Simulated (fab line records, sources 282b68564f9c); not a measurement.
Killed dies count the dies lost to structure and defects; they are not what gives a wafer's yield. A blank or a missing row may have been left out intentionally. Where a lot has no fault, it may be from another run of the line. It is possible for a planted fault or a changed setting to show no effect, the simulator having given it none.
fab line records -- flow rit_cmos
record: lots: 14, wafers: 42, last_day: 7
route steps=202 shown M1@184
lots that met no fault: from a run of the same line without faults
start_h: start of the lot's first displayed wafer, in hours after the record's first day -- wait_h: hours elapsed since this lot's preceding step -- " as in the row above -- L1.1+2: a single row standing in for several wafers -- - no value, or no start given -- * or withheld: withheld -- < > ~ a bound
route shown NAME@n: names a module that has steps shown in the file, with the first one's number in the route -- usual: mean/standard deviation taken from wafers without a fault -- same: alike in all rows -- chamber/n: place in a boat -- sites: readings site by site -- _std_site: standard deviation of those values -- _edge_site: outer sites' mean less inner sites' -- radius_mm: for every site, how far away it sits from the centre of the wafer -- mask NAME#n: copy n -- behind: the tool/chamber that last shaped the wafer -- hold: what put the lot on hold/how long, in hours/how the hold closed -- device: transistor that didn't switch, given as n, p or np -- end of line: tests of these same wafers at the route's end -- a step given without rows: its recipe and nothing more -- killed: the dies lost at the first sort to structure and to defects; this is not the yield of the wafer -- map: a wafer's dies, marking killed ones x, the rest . and places with no die _
set.NAME: the run value of the setting; set.NAME@STEP: its run value at that earlier step -- model.NAME: the simulator's own value behind a step, which no gauge read
the route's steps for a sample of lots (tables are steps, rows are wafers)
services: the hour from which a tool's chamber was out of use, counted from the record's first day as start_h (under 0 if before that day), plus the number of hours and why
== steps ==
step: RIT_M1_SPUTTER_00
recipe: material: Al, target_thk_nm: 400, power_w: 2000, chamber_pressure_pa: 0.4, gas: Ar, time_s: 500, substrate_temp_c: 25
usual: cathode_dc_power_W: 2000.0/0.37, chamber_pressure_pa: 0.4001/0.00087, throttle_valve_pct: 30.0/1.1, time_s: 500/0
lot.wafer,tool,chamber,start_h,wait_h,cathode_dc_power_W,chamber_pressure_pa,throttle_valve_pct,time_s
L671.2,pvd_sputter-02,-,68.07,0.0,2000.4,0.4004,32.5,500
L671.4,pvd_sputter-02,-,68.07,0.0,2000.2,0.4012,30.3,500
L671.6,pvd_sputter-02,-,68.07,0.0,1999.6,0.3991,30.0,500
L672.3,pvd_sputter-03,-,70.77,0.0,1999.6,0.4002,29.1,500
L672.4,pvd_sputter-03,-,70.77,0.0,2000.6,0.4002,29.9,500
L672.5,pvd_sputter-03,-,70.77,0.0,1999.9,0.4005,29.0,500
L674.1,pvd_sputter-02,-,75.52,0.0,1999.7,0.3986,30.6,500
L674.2,pvd_sputter-02,-,75.52,0.0,2000.1,0.4017,28.9,500
L674.3,pvd_sputter-02,-,75.52,0.0,2000.4,0.3978,32.6,500
L675.1,pvd_sputter-03,-,83.63,0.0,-,-,-,-
L675.4,pvd_sputter-03,-,83.63,0.0,-,-,-,-
L675.5,pvd_sputter-03,-,83.63,0.0,-,-,-,-
L676.1,pvd_sputter-02,-,83.77,0.0,-,-,-,-
L676.3,pvd_sputter-02,-,83.77,0.0,-,-,-,-
L676.5,pvd_sputter-02,-,83.77,0.0,-,-,-,-
L685.1,pvd_sputter-03,-,131.29,0.0,1999.4,0.3998,28.9,500
L685.3,pvd_sputter-03,-,131.29,0.0,2000.0,0.4001,31.3,500
L685.6,pvd_sputter-03,-,131.29,0.0,2000.1,0.3995,29.1,500
L686.1,pvd_sputter-02,-,136.50,0.0,1999.7,0.4002,29.8,500
L686.5,pvd_sputter-02,-,136.50,0.0,2000.7,0.3992,29.8,500
L686.6,pvd_sputter-02,-,136.50,0.0,2000.1,0.4011,30.3,500
L688.2,pvd_sputter-02,-,144.93,0.0,1999.8,0.4011,32.8,500
L688.3,pvd_sputter-02,-,144.93,0.0,1999.9,0.4006,29.6,500
L688.5,pvd_sputter-02,-,144.93,0.0,2000.0,0.4009,29.9,500
L689.2,pvd_sputter-03,-,152.10,0.0,2000.3,0.3993,29.1,500
L689.3,pvd_sputter-03,-,152.10,0.0,2000.3,0.4009,31.0,500
L689.6,pvd_sputter-03,-,152.10,0.0,1999.7,0.4020,29.5,500
L690.4,pvd_sputter-04,-,153.11,0.0,1999.9,0.3993,32.5,500
L690.5,pvd_sputter-04,-,153.11,0.0,1999.9,0.4019,29.4,500
L690.6,pvd_sputter-04,-,153.11,0.0,2000.6,0.3988,29.6,500
L691.3,pvd_sputter-03,-,155.19,0.0,2000.1,0.4000,29.2,500
L691.5,pvd_sputter-03,-,155.19,0.0,2000.9,0.4008,29.2,500
L691.6,pvd_sputter-03,-,155.19,0.0,2000.0,0.3996,29.0,500
L692.2,pvd_sputter-02,-,163.97,0.0,2000.7,0.4003,30.3,500
L692.5,pvd_sputter-02,-,163.97,0.0,2000.2,0.3991,29.2,500
L692.6,pvd_sputter-02,-,163.97,0.0,2000.1,0.4009,30.1,500
L693.4,pvd_sputter-04,-,168.74,0.0,2000.2,0.4008,29.3,500
L693.5,pvd_sputter-04,-,168.74,0.0,2000.8,0.3995,30.7,500
L693.6,pvd_sputter-04,-,168.74,0.0,2000.1,0.4001,29.6,500
L694.1,pvd_sputter-03,-,174.19,0.0,1999.8,0.4012,31.2,500
L694.5,pvd_sputter-03,-,174.19,0.0,1999.8,0.4004,29.4,500
L694.6,pvd_sputter-03,-,174.19,0.0,2000.4,0.4011,28.9,500
step: RIT_M1_RS_MEAS_01
recipe: thk_meas_gauge: four-point-probe, reads: Al_of_M1_SPUTTER_00
usual: M1_AL_RS: 0.0735/0.00081
lot.wafer,tool,chamber,start_h,wait_h,M1_AL_RS[ohm/sq]
L671.2,film_metro-04,-,68.38,0.2,0.0741
L671.4,film_metro-04,-,68.38,0.2,0.0738
L671.6,film_metro-04,-,68.38,0.2,0.0728
L672.3,film_metro-04,-,71.11,0.2,0.0731
L672.4,film_metro-04,-,71.11,0.2,0.0735
L672.5,film_metro-04,-,71.11,0.2,0.0740
L674.1,film_metro-04,-,75.82,0.1,0.0731
L674.2,film_metro-04,-,75.82,0.1,0.0728
L674.3,film_metro-04,-,75.82,0.1,0.0739
L675.1,film_metro-03,-,83.93,0.1,-
L675.4,film_metro-03,-,83.93,0.1,-
L675.5,film_metro-03,-,83.93,0.1,-
L676.1,film_metro-04,-,84.07,0.1,-
L676.3,film_metro-04,-,84.07,0.1,-
L676.5,film_metro-04,-,84.07,0.1,-
L685.1,film_metro-04,-,131.58,0.1,0.0748
L685.3,film_metro-04,-,131.58,0.1,0.0731
L685.6,film_metro-04,-,131.58,0.1,0.0747
L686.1,film_metro-04,-,136.79,0.1,0.0724
L686.5,film_metro-04,-,136.79,0.1,0.0728
L686.6,film_metro-04,-,136.79,0.1,0.0717
L688.2,film_metro-04,-,145.24,0.2,0.0738
L688.3,film_metro-04,-,145.24,0.2,0.0729
L688.5,film_metro-04,-,145.24,0.2,0.0724
L689.2,film_metro-03,-,152.41,0.2,0.0726
L689.3,film_metro-03,-,152.41,0.2,0.0721
L689.6,film_metro-03,-,152.41,0.2,0.0729
L690.4,film_metro-03,-,153.46,0.2,0.0719
L690.5,film_metro-03,-,153.46,0.2,0.0736
L690.6,film_metro-03,-,153.46,0.2,0.0731
L691.3,film_metro-04,-,155.53,0.2,0.0732
L691.5,film_metro-04,-,155.53,0.2,0.0736
L691.6,film_metro-04,-,155.53,0.2,0.0753
L692.2,film_metro-03,-,164.28,0.2,0.0731
L692.5,film_metro-03,-,164.28,0.2,0.0741
L692.6,film_metro-03,-,164.28,0.2,0.0745
L693.4,film_metro-03,-,169.09,0.2,0.0735
L693.5,film_metro-03,-,169.09,0.2,0.0734
L693.6,film_metro-03,-,169.09,0.2,0.0730
L694.1,film_metro-02,-,174.48,0.1,0.0739
L694.5,film_metro-02,-,174.48,0.1,0.0740
L694.6,film_metro-02,-,174.48,0.1,0.0747
step: RIT_M1_THK_MEAS_02
recipe: thk_meas_gauge: xrf, reads: Al_of_M1_SPUTTER_00
usual: M1_AL_THK: 394/5
lot.wafer,tool,chamber,start_h,wait_h,M1_AL_THK[nm]
L671.2,film_metro-04,-,68.49,0.1,393
L671.4,film_metro-04,-,68.49,0.1,393
L671.6,film_metro-04,-,68.49,0.1,399
L672.3,film_metro-04,-,71.21,0.1,397
L672.4,film_metro-04,-,71.21,0.1,393
L672.5,film_metro-04,-,71.21,0.1,389
L674.1,film_metro-04,-,75.94,0.1,397
L674.2,film_metro-04,-,75.94,0.1,399
L674.3,film_metro-04,-,75.94,0.1,395
L675.1,film_metro-03,-,84.05,0.1,<1
L675.4,film_metro-03,-,84.05,0.1,<1
L675.5,film_metro-03,-,84.05,0.1,<1
L676.1,film_metro-04,-,84.19,0.1,<0
L676.3,film_metro-04,-,84.19,0.1,<0
L676.5,film_metro-04,-,84.19,0.1,<0
L685.1,film_metro-04,-,131.70,0.1,389
L685.3,film_metro-04,-,131.70,0.1,398
L685.6,film_metro-04,-,131.70,0.1,390
L686.1,film_metro-04,-,136.91,0.1,402
L686.5,film_metro-04,-,136.91,0.1,399
L686.6,film_metro-04,-,136.91,0.1,406
L688.2,film_metro-04,-,145.35,0.1,390
L688.3,film_metro-04,-,145.35,0.1,399
L688.5,film_metro-04,-,145.35,0.1,400
L689.2,film_metro-03,-,152.52,0.1,402
L689.3,film_metro-03,-,152.52,0.1,405
L689.6,film_metro-03,-,152.52,0.1,399
L690.4,film_metro-03,-,153.55,0.1,406
L690.5,film_metro-03,-,153.55,0.1,396
L690.6,film_metro-03,-,153.55,0.1,399
L691.3,film_metro-04,-,155.63,0.1,394
L691.5,film_metro-04,-,155.63,0.1,394
L691.6,film_metro-04,-,155.63,0.1,383
L692.2,film_metro-03,-,164.39,0.1,398
L692.5,film_metro-03,-,164.39,0.1,394
L692.6,film_metro-03,-,164.39,0.1,392
L693.4,film_metro-03,-,169.18,0.1,395
L693.5,film_metro-03,-,169.18,0.1,397
L693.6,film_metro-03,-,169.18,0.1,399
L694.1,film_metro-02,-,174.60,0.1,388
L694.5,film_metro-02,-,174.60,0.1,389
L694.6,film_metro-02,-,174.60,0.1,386
step: RIT_M1_PROBE_99
usual: defect_limited_yield: 97.5/1.1, killed_at_M0_to_M3: 0/0, killed_at_contacts: 0.1/0.23, killed_at_front_end: 6.6/2.8, killed_dies: 6.6/2.8, killed_on_rim: 1.8/1.4, killed_open: 3.3/2, killed_short: 3.2/1.7, sort_bin_3_pad_short: 0.1/0.18, sort_bin_5_function: 1.4/0.84, sort_bin_6_memory: 1.0/0.64, sort_n_pass: 257.4/2.8, sort_yield_pct: 97.5/1.1
same: gross_dies: 264, killed_at_M4_up: 0, killed_at_back_side: 0, killed_at_other: 0
lot.wafer,tool,chamber,start_h,wait_h,defect_limited_yield[%],killed_at_M0_to_M3,killed_at_contacts,killed_at_front_end,killed_dies,killed_on_rim,killed_open,killed_short,sort_bin_3_pad_short[%],sort_bin_5_function[%],sort_bin_6_memory[%],sort_n_pass,sort_yield_pct[%]
L672.3,prober-01,-,75.01,0.2,98.5,0,0,4,4,2,1,3,0.4,0.8,0.4,260.0,98.5
L672.4,prober-01,-,75.06,0.2,98.9,0,0,3,3,0,2,1,0,0.8,0.4,261.0,98.9
L672.5,prober-01,-,75.11,0.2,97.3,0,0,7,7,3,3,4,0,1.5,1.1,257.0,97.3
L674.1,prober-01,-,79.68,0.1,96.6,0,1,8,9,1,3,6,0.4,1.9,1.1,255.0,96.6
L674.2,prober-01,-,79.73,0.1,99.2,0,0,2,2,0,2,0,0,0.8,0,262.0,99.2
L674.3,prober-01,-,79.78,0.2,98.5,0,0,4,4,2,4,0,0,1.5,0,260.0,98.5
L675.1,prober-02,-,87.74,0.1,0,264,0,0,264,70,0,0,27.7,67.0,5.3,0,0
L675.4,prober-02,-,87.89,0.2,0,262,0,2,264,70,2,0,22.0,74.6,3.4,0,0
L675.5,prober-02,-,87.94,0.2,0,262,0,2,264,70,1,1,23.1,72.7,4.2,0,0
L676.1,prober-01,-,89.24,0.1,0,264,0,0,264,70,0,0,29.5,65.9,4.5,0,0
L676.3,prober-01,-,89.34,0.2,0,264,0,0,264,70,0,0,27.3,69.3,3.4,0,0
L676.5,prober-01,-,89.44,0.2,0,264,0,0,264,70,0,0,19.7,77.3,3.0,0,0
L685.1,prober-02,-,135.30,0.1,97.3,0,0,7,7,3,3,4,0,1.1,1.5,257.0,97.3
L685.3,prober-02,-,135.40,0.2,98.5,0,1,3,4,1,3,1,0,1.5,0,260.0,98.5
L685.6,prober-02,-,135.55,0.2,95.8,0,0,11,11,3,7,4,0,3.4,0.8,253.0,95.8
L686.1,prober-01,-,140.70,0.1,97.3,0,0,7,7,3,5,2,0,1.1,1.5,257.0,97.3
L686.5,prober-01,-,140.90,0.2,98.9,0,0,3,3,2,2,1,0,0.8,0.4,261.0,98.9
L686.6,prober-01,-,140.95,0.2,97.7,0,0,6,6,1,3,2,0,1.5,0.8,258.0,97.7
L688.2,prober-01,-,149.22,0.1,99.6,0,0,1,1,1,0,1,0.4,0,0,263.0,99.6
L688.3,prober-01,-,149.27,0.2,98.1,0,0,5,5,2,3,2,0,0.8,1.1,259.0,98.1
L688.5,prober-01,-,149.37,0.2,98.1,0,1,4,5,3,3,2,0,1.5,0.4,259.0,98.1
killed by level:class
L672.3 FOX1:geometric_particle:open=1 FOX1:geometric_particle:short=1 FOX2:geometric_particle:short=1 GATE:geometric_particle:short=1
L672.4 ACTIVE:geometric_particle:open=1 GATE:geometric_particle:short=1 SPACER:geometric_particle:open=1
L672.5 SPACER:geometric_particle:short=3 GATE:geometric_particle:open=2 FOX2:geometric_particle:open=1 SILICIDE:geometric_particle:short=1
L674.1 FOX2:geometric_particle:short=2 FOX1:geometric_particle:short=1 GATE:geometric_particle:short=1 GATE:geometric_particle:open=1 REOX:geometric_particle:open=1 SPACER:geometric_particle:short=1 SILICIDE:geometric_particle:short=1 CONTACT:geometric_particle:open=1
L674.2 REOX:geometric_particle:open=1 SPACER:geometric_particle:open=1
L674.3 REOX:geometric_particle:open=2 ACTIVE:geometric_particle:open=1 SILICIDE:geometric_particle:open=1
L675.1 M1:lost_pattern=263 M1:area_sputter=1
L675.4 M1:lost_pattern=262 FOX1:geometric_particle:open=1 GATE:geometric_particle:open=1
L675.5 M1:lost_pattern=258 M1:area_sputter=4 FOX2:geometric_particle:short=1 SILICIDE:geometric_particle:open=1
L676.1 M1:lost_pattern=264
L676.3 M1:lost_pattern=264
L676.5 M1:lost_pattern=262 M1:area_sputter=2
L685.1 GATE:geometric_particle:open=3 FOX1:geometric_particle:short=2 REOX:geometric_particle:short=2
L685.3 FOX2:geometric_particle:open=1 GATE:geometric_particle:open=1 REOX:geometric_particle:short=1 CONTACT:geometric_particle:open=1
L685.6 GATE:geometric_particle:short=4 GATE:geometric_particle:open=4 FOX2:geometric_particle:open=2 FOX1:geometric_particle:open=1
L686.1 GATE:geometric_particle:open=3 GATE:geometric_particle:short=2 SPACER:geometric_particle:open=1 SILICIDE:geometric_particle:open=1
L686.5 FOX1:geometric_particle:open=1 FOX1:geometric_particle:short=1 GATE:geometric_particle:open=1
L686.6 REOX:geometric_particle:open=2 GATE:geometric_particle:short=1 REOX:geometric_particle:short=1 SPACER:geometric_particle:open=1 NSD:coat_microbubble_printed=1
L688.2 REOX:geometric_particle:short=1
L688.3 FOX1:geometric_particle:short=1 REOX:geometric_particle:open=1 REOX:geometric_particle:short=1 SPACER:geometric_particle:open=1 SILICIDE:geometric_particle:open=1
L688.5 FOX1:geometric_particle:open=1 GATE:geometric_particle:short=1 REOX:geometric_particle:short=1 SPACER:geometric_particle:open=1 CONTACT:geometric_particle:open=1
== services ==
tool,chamber,start_h,hours,kind
pvd_sputter-04,-,164.15,2.6,repair
== key ==
first_sign: step: RIT_M1_SPUTTER_00, reading: tool_record, direction: missing
effect: step: RIT_M1_RS_MEAS_01, reading: M1_AL_RS, direction: missing
effect: step: RIT_M1_THK_MEAS_02, reading: M1_AL_THK, direction: down, sigmas: 78, usual: 394, struck: <1
effect: step: RIT_M1_PROBE_99, reading: killed_at_M0_to_M3, direction: up, sigmas: 99+, usual: 0, struck: 263.3
met_at RIT_M1_SPUTTER_00
struck_lots L675,L676
later_rows_left_out L675.1,L675.4,L675.5,L676.1,L676.3,L676.5
onset_between 75.52 83.63
fault: kind: skipped_step_whole, tool: pvd_sputter-02,pvd_sputter-03, chamber: -, onset_h: 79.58, steps: RIT_M1_SPUTTER_00, scope: struck_lots_only
later_rows_left_out: the simulator's readings of these wafers behind a module that went badly wrong aren't trusted and aren't shown, but for the sort
